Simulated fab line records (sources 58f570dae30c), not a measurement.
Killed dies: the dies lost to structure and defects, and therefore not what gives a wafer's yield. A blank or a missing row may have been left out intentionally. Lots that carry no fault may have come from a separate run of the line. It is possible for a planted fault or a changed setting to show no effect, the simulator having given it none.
Which tool did it? :: flow berkeley_cmos170 :: 14 lots with 42 wafers sampled at 5 steps, on a route of 331 steps

== WHAT THE GAUGES SHOWED, per wafer ==
UCB170_PWELL_THK_MEAS_03.
lot: L791
measured: day 2 16:03
on: film_metro-03
PWELL_OXIDE_THK (nm): 26.3 26.4 26.6

lot: L792
measured: day 3 00:57
on: film_metro-03
PWELL_OXIDE_THK (nm): 26.3 26.4 26.4

lot: L794
measured: day 3 11:28
on: film_metro-03
PWELL_OXIDE_THK (nm): 26.9 26.3 27.0

lot: L798
measured: day 4 07:41
on: film_metro-02
PWELL_OXIDE_THK (nm): 26.7 26.3 26.5

lot: L806
measured: day 5 17:50
on: film_metro-04
PWELL_OXIDE_THK (nm): 25.9 26.4 26.0

lot: L805
measured: day 5 17:51
on: film_metro-03
PWELL_OXIDE_THK (nm): 26.1 25.6 25.8

lot: L807
measured: day 5 20:47
on: film_metro-02
PWELL_OXIDE_THK (nm): 26.9 26.6 26.6

lot: L808
measured: day 6 04:19
on: film_metro-03
PWELL_OXIDE_THK (nm): 27.1 26.9 26.9

lot: L809
measured: day 6 06:37
on: film_metro-02
PWELL_OXIDE_THK (nm): 26.4 26.5 26.7

lot: L810
measured: day 6 21:08
on: film_metro-03
PWELL_OXIDE_THK (nm): 26.3 26.6 26.9

lot: L812
measured: day 6 21:11
on: film_metro-04
PWELL_OXIDE_THK (nm): 27.1 27.0 27.0

lot: L811
measured: day 6 21:13
on: film_metro-02
PWELL_OXIDE_THK (nm): 25.5 25.8 25.1

lot: L813
measured: day 7 09:07
on: film_metro-03
PWELL_OXIDE_THK (nm): 26.6 25.9 26.2

lot: L814
measured: day 7 14:10
on: film_metro-03
PWELL_OXIDE_THK (nm): 25.8 25.9 25.6

UCB170_WELLDRIVE_THK_MEAS_02.
lot: L791
measured: day 3 11:06
on: film_metro-04
WELLDRIVE_OXIDE_THK (nm): 198 197 198

lot: L792
measured: day 3 19:12
on: film_metro-03
WELLDRIVE_OXIDE_THK (nm): 203 200 203

lot: L794
measured: day 4 10:46
on: film_metro-03
WELLDRIVE_OXIDE_THK (nm): 296 291 293

lot: L798
measured: day 5 07:55
on: film_metro-04
WELLDRIVE_OXIDE_THK (nm): 303 307 301

lot: L806
measured: day 6 12:58
on: film_metro-03
WELLDRIVE_OXIDE_THK (nm): 196 200 198

lot: L805
measured: day 6 12:58
on: film_metro-01
WELLDRIVE_OXIDE_THK (nm): 199 198 201

lot: L807
measured: day 6 17:22
on: film_metro-03
WELLDRIVE_OXIDE_THK (nm): 206 206 204

lot: L808
measured: day 6 22:11
on: film_metro-03
WELLDRIVE_OXIDE_THK (nm): 200 204 202

lot: L809
measured: day 6 22:10
on: film_metro-04
WELLDRIVE_OXIDE_THK (nm): 200 199 200

lot: L810
measured: day 7 16:25
on: film_metro-04
WELLDRIVE_OXIDE_THK (nm): 202 199 195

lot: L812
measured: day 7 18:49
on: film_metro-03
WELLDRIVE_OXIDE_THK (nm): 200 198 201

lot: L811
measured: day 7 16:27
on: film_metro-01
WELLDRIVE_OXIDE_THK (nm): 203 203 202

lot: L813
measured: day 8 05:11
on: film_metro-04
WELLDRIVE_OXIDE_THK (nm): 196 196 195

lot: L814
measured: day 8 08:33
on: film_metro-03
WELLDRIVE_OXIDE_THK (nm): 202 201 202

UCB170_NVT_OVL_MEAS_06.
lot: L791
measured: day 5 08:04
on: overlay-01
NVT_OVL (nm): 3 6 12

lot: L792
measured: day 5 17:42
on: overlay-02
NVT_OVL (nm): -8 -5 -7

lot: L794
measured: day 6 06:55
on: overlay-01
NVT_OVL (nm): 6 11 5

lot: L798
measured: day 7 01:01
on: overlay-01
NVT_OVL (nm): -6 -7 -5

lot: L806
measured: day 8 11:46
on: overlay-02
NVT_OVL (nm): 5 4 4

lot: L805
measured: day 8 12:03
on: overlay-02
NVT_OVL (nm): 6 5 5

lot: L807
measured: day 8 16:08
on: overlay-01
NVT_OVL (nm): 1 5 -6

lot: L808
measured: day 8 22:38
on: overlay-01
NVT_OVL (nm): 6 15 8

lot: L809
measured: day 8 22:54
on: overlay-02
NVT_OVL (nm): 1 1 -1

lot: L810
measured: day 9 14:56
on: overlay-02
NVT_OVL (nm): 4 -2 5

lot: L812
measured: day 9 15:10
on: overlay-01
NVT_OVL (nm): 3 4 4

lot: L811
measured: day 9 14:41
on: overlay-01
NVT_OVL (nm): 4 1 6

lot: L813
measured: day 9 22:55
on: overlay-01
NVT_OVL (nm): 10 16 5

lot: L814
measured: day 9 23:09
on: overlay-02
NVT_OVL (nm): -7 3 -6

== WHAT TOOL EACH LOT RAN ON (gives the tool, then ch and the chambers of the sampled wafers, and finally the start) ==
lot: L791
UCB170_WELLDRIVE_OXIDATION_01: furnace-01 ch 0, day 3 07:35
UCB170_ACTIVE_STRIP_16: plasma_asher-01 ch 0,1, day 4 02:53

lot: L792
UCB170_WELLDRIVE_OXIDATION_01: furnace-03 ch 0, day 3 15:41
UCB170_ACTIVE_STRIP_16: plasma_asher-02 ch 0,1, day 4 12:55

lot: L794
UCB170_WELLDRIVE_OXIDATION_01: furnace-01 ch 0, day 4 02:22
UCB170_ACTIVE_STRIP_16: plasma_asher-03 ch 0,1, day 5 00:03

lot: L798
UCB170_WELLDRIVE_OXIDATION_01: furnace-01 ch 0, day 4 23:25
UCB170_ACTIVE_STRIP_16: plasma_asher-01 ch 0,1, day 5 18:42

lot: L806
UCB170_WELLDRIVE_OXIDATION_01: furnace-04 ch 0, day 6 09:28
UCB170_ACTIVE_STRIP_16: plasma_asher-02 ch 0, day 7 05:34

lot: L805
UCB170_WELLDRIVE_OXIDATION_01: furnace-04 ch 0, day 6 09:28
UCB170_ACTIVE_STRIP_16: plasma_asher-03 ch 0,1, day 7 05:48

lot: L807
UCB170_WELLDRIVE_OXIDATION_01: furnace-01 ch 0, day 6 13:50
UCB170_ACTIVE_STRIP_16: plasma_asher-01 ch 0,1, day 7 11:45

lot: L808
UCB170_WELLDRIVE_OXIDATION_01: furnace-03 ch 0, day 6 18:40
UCB170_ACTIVE_STRIP_16: plasma_asher-02 ch 0,1, day 7 14:45

lot: L809
UCB170_WELLDRIVE_OXIDATION_01: furnace-03 ch 0, day 6 18:40
UCB170_ACTIVE_STRIP_16: plasma_asher-01 ch 0,1, day 7 14:59

lot: L810
UCB170_WELLDRIVE_OXIDATION_01: furnace-04 ch 0, day 7 12:55
UCB170_ACTIVE_STRIP_16: plasma_asher-02 ch 0,1, day 8 09:55

lot: L812
UCB170_WELLDRIVE_OXIDATION_01: furnace-01 ch 0, day 7 15:19
UCB170_ACTIVE_STRIP_16: plasma_asher-01 ch 0,1, day 8 09:47

lot: L811
UCB170_WELLDRIVE_OXIDATION_01: furnace-04 ch 0, day 7 12:55
UCB170_ACTIVE_STRIP_16: plasma_asher-03 ch 0,1, day 8 10:11

lot: L813
UCB170_WELLDRIVE_OXIDATION_01: furnace-03 ch 0, day 8 01:40
UCB170_ACTIVE_STRIP_16: plasma_asher-01 ch 0,1, day 8 21:57

lot: L814
UCB170_WELLDRIVE_OXIDATION_01: furnace-04 ch 0, day 8 05:03
UCB170_ACTIVE_STRIP_16: plasma_asher-02 ch 0,1, day 8 22:10
- UCB170_WELLDRIVE_OXIDATION_01: target thk 199 nm, ox time 9000 s.
- UCB170_ACTIVE_STRIP_16: strips in O2.

== AS READ BY THE TOOLS THEMSELVES (means over the sampled wafers that have a number; for cases with no such wafer, the mark the record gives instead) ==
UCB170_WELLDRIVE_OXIDATION_01.
lot: L791
tool: furnace-01
zone_power_centre_pct (%): 56

lot: L792
tool: furnace-03
zone_power_centre_pct (%): 63

lot: L794
tool: furnace-01
zone_power_centre_pct (%): 56

lot: L798
tool: furnace-01
zone_power_centre_pct (%): 56

lot: L806
tool: furnace-04
zone_power_centre_pct (%): 56

lot: L805
tool: furnace-04
zone_power_centre_pct (%): 56

lot: L807
tool: furnace-01
zone_power_centre_pct (%): 56

lot: L808
tool: furnace-03
zone_power_centre_pct (%): 63

lot: L809
tool: furnace-03
zone_power_centre_pct (%): 63

lot: L810
tool: furnace-04
zone_power_centre_pct (%): 56

lot: L812
tool: furnace-01
zone_power_centre_pct (%): 56

lot: L811
tool: furnace-04
zone_power_centre_pct (%): 57

lot: L813
tool: furnace-03
zone_power_centre_pct (%): 64

lot: L814
tool: furnace-04
zone_power_centre_pct (%): 56

UCB170_ACTIVE_STRIP_16.
lot: L791
tool: plasma_asher-01
drypump_motor_current_A (A): 5.5
oes_product_au (a.u.): 0.721
strip_time_to_endpoint_s (s): 18.06

lot: L792
tool: plasma_asher-02
drypump_motor_current_A (A): 6.0
oes_product_au (a.u.): 0.722
strip_time_to_endpoint_s (s): 18.15

lot: L794
tool: plasma_asher-03
drypump_motor_current_A (A): 5.3
oes_product_au (a.u.): 0.718
strip_time_to_endpoint_s (s): 18.02

lot: L798
tool: plasma_asher-01
drypump_motor_current_A (A): 5.5
oes_product_au (a.u.): 0.721
strip_time_to_endpoint_s (s): 18.04

lot: L806
tool: plasma_asher-02
drypump_motor_current_A (A): 5.3
oes_product_au (a.u.): 0.725
strip_time_to_endpoint_s (s): 18.08

lot: L805
tool: plasma_asher-03
drypump_motor_current_A (A): 5.3
oes_product_au (a.u.): 0.719
strip_time_to_endpoint_s (s): 18.09

lot: L807
tool: plasma_asher-01
drypump_motor_current_A (A): 5.5
oes_product_au (a.u.): 0.719
strip_time_to_endpoint_s (s): 18.13

lot: L808
tool: plasma_asher-02
drypump_motor_current_A (A): 6.0
oes_product_au (a.u.): 0.720
strip_time_to_endpoint_s (s): 18.03

lot: L809
tool: plasma_asher-01
drypump_motor_current_A (A): 5.5
oes_product_au (a.u.): 0.723
strip_time_to_endpoint_s (s): 18.14

lot: L810
tool: plasma_asher-02
drypump_motor_current_A (A): 6.0
oes_product_au (a.u.): 0.722
strip_time_to_endpoint_s (s): 18.14

lot: L812
tool: plasma_asher-01
drypump_motor_current_A (A): 5.8
oes_product_au (a.u.): 0.719
strip_time_to_endpoint_s (s): 18.11

lot: L811
tool: plasma_asher-03
drypump_motor_current_A (A): 5.3
oes_product_au (a.u.): 0.717
strip_time_to_endpoint_s (s): 18.04

lot: L813
tool: plasma_asher-01
drypump_motor_current_A (A): 5.9
oes_product_au (a.u.): 0.723
strip_time_to_endpoint_s (s): 18.10

lot: L814
tool: plasma_asher-02
drypump_motor_current_A (A): 6.0
oes_product_au (a.u.): 0.719
strip_time_to_endpoint_s (s): 18.16

== THE ANSWER, worked out from the rows above alone ==
Rule: usual is defined by the lots themselves. Put in order of their means at a reading, lots are off if they are a third of the lots or fewer, leave a main group of 4 or more, and stand apart from it by a gap of 3 or more times the standard deviation of the main group's means; of several such gaps the widest counts. If all means in a main group match to the digits the tables above print for the reading, that group is not used. A lot without any number at a reading at which 4 lots or more have one is off too. Any other lot the step has rows for is counted as sound. The gauges are gone through in route order, then the tools' own readings, and for those a lot's mean is taken as printed above. At the first step where some lot is off, the reading lying furthest off is the one used; lots without a number count as furthest.
Off: L794, L798, seen at UCB170_WELLDRIVE_THK_MEAS_02 (WELLDRIVE_OXIDE_THK). Main group: mean 200 nm, sd 2.5.
If a tool, at a process step before that reading, ran all the lots that are off and no sound lot after the first of them, it fits. Those tools and the gauges at UCB170_WELLDRIVE_THK_MEAS_02 are tried in the same way. Not one of the candidates tried fits.

== WHAT THE SIMULATOR HAD PUT IN ==
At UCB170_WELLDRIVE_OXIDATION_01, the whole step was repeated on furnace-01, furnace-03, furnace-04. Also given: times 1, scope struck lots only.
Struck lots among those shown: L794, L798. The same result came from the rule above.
